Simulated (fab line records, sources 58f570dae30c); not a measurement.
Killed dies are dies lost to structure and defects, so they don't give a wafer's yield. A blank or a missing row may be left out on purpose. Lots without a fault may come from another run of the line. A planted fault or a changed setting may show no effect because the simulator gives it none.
fab line records | flow berkeley_cmos170
record lots=14 wafers=42 last_day=13
route steps=331 shown SILICIDE@211
lots that met no fault: from a run of the same line without faults
start_h: hours from the record's first day to the start of the lot's first wafer shown | wait_h: hours since the lot's step before | " the same as in the row above | L1.1+2: a row that stands for several wafers | - no value, or no start given | * or withheld: withheld | < > ~ a bound
route shown NAME@n: a module of which the file shows steps, and the number in the route of the first | usual: mean/standard deviation of fault-free wafers | same: alike in all rows | chamber/n: place in a boat | sites: the reading at each site | _std_site: their standard deviation | _edge_site: outer sites' mean less inner sites' | radius_mm: how far each site lies from the wafer's centre | mask NAME#n: copy n | behind: the tool/chamber that last shaped the wafer | hold: why the lot was held/for how many hours/how that ended | device: the transistor (n, p or np) that didn't switch | end of line: the same wafers' tests at the end of the route | a step without rows: its recipe alone | killed: dies lost to structure and defects at the first sort, not the wafer's yield | map: a wafer's dies, x killed, . not, _ none there
set.NAME: the setting as run; set.NAME@STEP: as run at that earlier step | model.NAME: the simulator's own value behind a step, which no gauge read
steps of the route over a sample of lots; a table a step, a row a wafer
services: from which hour (start_h, from the record's first day; less than 0 if before it) a tool's chamber was out of use, for how many hours, and why
## steps
# step UCB170_SILICIDE_SPUTTER_01
# recipe material=Ti target_thk_nm=30 time_s=23.88 power_w=1500 chamber_pressure_pa=0.5
# usual cathode_dc_power_W=1500.0/0.26 chamber_pressure_pa=0.5000/0.0011 throttle_valve_pct=29.9/0.9
# columns lot.wafer tool chamber start_h wait_h cathode_dc_power_W chamber_pressure_pa throttle_valve_pct
L561.2 pvd_sputter-02 - 126.73 0.0 1500.0 0.4974 31.9
L561.3 " - " " 1500.0 0.4993 28.4
L561.5 " - " " 1499.9 0.4983 28.4
L564.1 pvd_sputter-03 - 150.61 0.0 1499.8 0.4986 30.2
L564.3 " - " " 1500.0 0.4994 29.9
L564.5 " - " " 1500.2 0.4999 30.0
L563.2 pvd_sputter-02 - 151.39 0.0 1500.6 0.4988 32.0
L563.3 " - " " 1500.0 0.4997 29.1
L563.5 " - " " 1500.1 0.5006 30.3
L566.1 pvd_sputter-03 - 162.02 0.0 1499.7 0.5001 29.9
L566.2 " - " " 1500.2 0.5007 29.9
L566.3 " - " " 1500.1 0.5007 30.0
L569.1 pvd_sputter-02 - 179.80 0.0 1499.9 0.4976 32.1
L569.3 " - " " 1499.8 0.5009 29.5
L569.5 " - " " 1500.2 0.5018 29.1
L570.3 pvd_sputter-02 - 183.67 0.0 1499.9 0.4984 28.5
L570.4 " - " " 1499.5 0.5022 32.0
L570.6 " - " " 1500.4 0.4988 30.6
L574.2 pvd_sputter-04 - 226.30 0.0 1499.9 0.5002 31.2
L574.3 " - " " 1500.3 0.4997 28.9
L574.4 " - " " 1500.1 0.5002 30.5
L576.1 pvd_sputter-04 - 226.66 0.0 1500.0 0.4998 29.0
L576.2 " - " " 1500.2 0.5013 30.6
L576.5 " - " " 1500.1 0.4996 28.1
L578.1 pvd_sputter-03 - 226.66 0.0 1499.7 0.5017 29.6
L578.4 " - " " 1500.4 0.4994 29.9
L578.6 " - " " 1500.2 0.4998 29.7
L579.3 pvd_sputter-03 - 226.90 0.0 1500.0 0.5006 29.6
L579.4 " - " " 1500.1 0.5015 29.9
L579.6 " - " " 1500.3 0.5000 30.0
L582.1 pvd_sputter-02 - 250.72 0.0 1499.9 0.5002 29.2
L582.5 " - " " 1499.8 0.5009 29.3
L582.6 " - " " 1499.8 0.4994 30.8
L583.3 pvd_sputter-03 - 251.37 0.0 1500.2 0.4992 30.0
L583.4 " - " " 1500.0 0.5002 29.9
L583.5 " - " " 1499.8 0.4989 29.6
L580.3 pvd_sputter-03 - 251.94 0.0 1499.3 0.4977 29.7
L580.4 " - " " 1500.2 0.4991 30.0
L580.6 " - " " 1499.9 0.5005 29.5
L584.1 pvd_sputter-03 - 269.63 0.0 1499.5 0.4993 29.7
L584.3 " - " " 1500.1 0.5007 29.8
L584.6 " - " " 1499.8 0.5002 30.1
# step UCB170_SILICIDE_RS_MEAS_02
# recipe thk_meas_gauge=four-point-probe reads=Ti_of_SILICIDE_SPUTTER_01
# usual SILICIDE_TI_RS=27.48/0.3
# columns lot.wafer tool chamber start_h wait_h SILICIDE_TI_RS[ohm/sq]
L561.2 film_metro-02 - 126.78 0.0 27.75
L561.3 " - " " 27.52
L561.5 " - " " 27.42
L564.1 film_metro-01 - 150.64 0.0 27.18
L564.3 " - " " 27.08
L564.5 " - " " 27.43
L563.2 film_metro-02 - 151.44 0.0 28.15
L563.3 " - " " 28.21
L563.5 " - " " 28.03
L566.1 film_metro-01 - 162.06 0.0 26.89
L566.2 " - " " 27.00
L566.3 " - " " 26.60
L569.1 film_metro-02 - 179.83 0.0 51.96
L569.3 " - " " 51.88
L569.5 " - " " 53.08
L570.3 film_metro-01 - 183.74 0.1 51.22
L570.4 " - " " 51.68
L570.6 " - " " 51.00
L574.2 film_metro-02 - 226.59 0.3 27.75
L574.3 " - " " 27.96
L574.4 " - " " 27.94
L578.1 film_metro-01 - 226.71 0.0 27.24
L578.4 " - " " 27.88
L578.6 " - " " 27.12
L576.1 film_metro-02 - 226.81 0.1 27.41
L576.2 " - " " 27.65
L576.5 " - " " 27.60
L579.3 film_metro-04 - 226.97 0.1 26.87
L579.4 " - " " 27.13
L579.6 " - " " 27.21
L582.1 film_metro-02 - 250.75 0.0 27.69
L582.5 " - " " 27.55
L582.6 " - " " 27.50
L583.3 film_metro-02 - 251.44 0.1 27.40
L583.4 " - " " 27.66
L583.5 " - " " 27.38
L580.3 film_metro-04 - 252.01 0.1 27.62
L580.4 " - " " 27.64
L580.6 " - " " 27.36
L584.1 film_metro-04 - 269.66 0.0 27.34
L584.3 " - " " 27.47
L584.6 " - " " 27.43
# step UCB170_SILICIDE_THK_MEAS_03
# recipe thk_meas_gauge=xrf reads=Ti_of_SILICIDE_SPUTTER_01
# usual SILICIDE_TI_THK=29.12/0.28
# columns lot.wafer tool chamber start_h wait_h SILICIDE_TI_THK[nm]
L561.2 film_metro-02 - 126.89 0.1 28.98
L561.3 " - " " 29.16
L561.5 " - " " 29.17
L564.1 film_metro-01 - 150.76 0.1 29.26
L564.3 " - " " 29.40
L564.5 " - " " 29.05
L563.2 film_metro-02 - 151.55 0.1 28.44
L563.3 " - " " 28.46
L563.5 " - " " 28.58
L566.1 film_metro-01 - 162.18 0.1 29.66
L566.2 " - " " 29.55
L566.3 " - " " 29.90
L569.1 film_metro-02 - 179.95 0.1 16.99
L569.3 " - " " 17.17
L569.5 " - " " 16.85
L570.3 film_metro-01 - 183.84 0.1 17.35
L570.4 " - " " 17.26
L570.6 " - " " 17.43
L574.2 film_metro-02 - 226.70 0.1 29.05
L574.3 " - " " 28.77
L574.4 " - " " 28.83
L578.1 film_metro-01 - 226.83 0.1 29.21
L578.4 " - " " 28.54
L578.6 " - " " 29.25
L576.1 film_metro-02 - 226.93 0.1 29.36
L576.2 " - " " 29.20
L576.5 " - " " 29.19
L579.3 film_metro-04 - 227.07 0.1 29.79
L579.4 " - " " 29.68
L579.6 " - " " 29.47
L582.1 film_metro-02 - 250.87 0.1 29.02
L582.5 " - " " 28.99
L582.6 " - " " 29.17
L583.3 film_metro-02 - 251.54 0.1 29.14
L583.4 " - " " 28.94
L583.5 " - " " 29.18
L580.3 film_metro-04 - 252.11 0.1 29.01
L580.4 " - " " 29.05
L580.6 " - " " 29.20
L584.1 film_metro-04 - 269.78 0.1 29.34
L584.3 " - " " 29.15
L584.6 " - " " 29.25
## services
# columns tool chamber start_h hours kind
pvd_sputter-03 - 108.04 1.5 repair
pvd_sputter-04 - 126.02 3.3 repair
pvd_sputter-04 - 155.33 3.3 repair
pvd_sputter-04 - 160.83 3.2 repair
pvd_sputter-03 - 196.88 2.0 repair
pvd_sputter-02 - 220.33 9.2 repair
## key
first_sign step=UCB170_SILICIDE_RS_MEAS_02 reading=SILICIDE_TI_RS direction=up sigmas=82 usual=27.48 struck=51.80
effect step=UCB170_SILICIDE_THK_MEAS_03 reading=SILICIDE_TI_THK direction=down sigmas=43 usual=29.12 struck=17.17
met_at UCB170_SILICIDE_SPUTTER_01
struck_lots L569,L570
tester_left_out L569,L570
onset_between 151.39 179.80
fault kind=process_parameter_drift tool=pvd_sputter-02 chamber=- onset_h=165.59 steps=UCB170_SILICIDE_SPUTTER_01 channel=target_thk_nm offset=-12.435 shape=step end_h=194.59 acts_in=these_recipes_only stated=30
# tester_left_out: of these lots the tester's yield and bins aren't shown, on N5 and GAA mostly nor the transistor test; their killed dies are dies lost to structure and defects alone, not to doping, threshold or leakage, so they don't give the yield
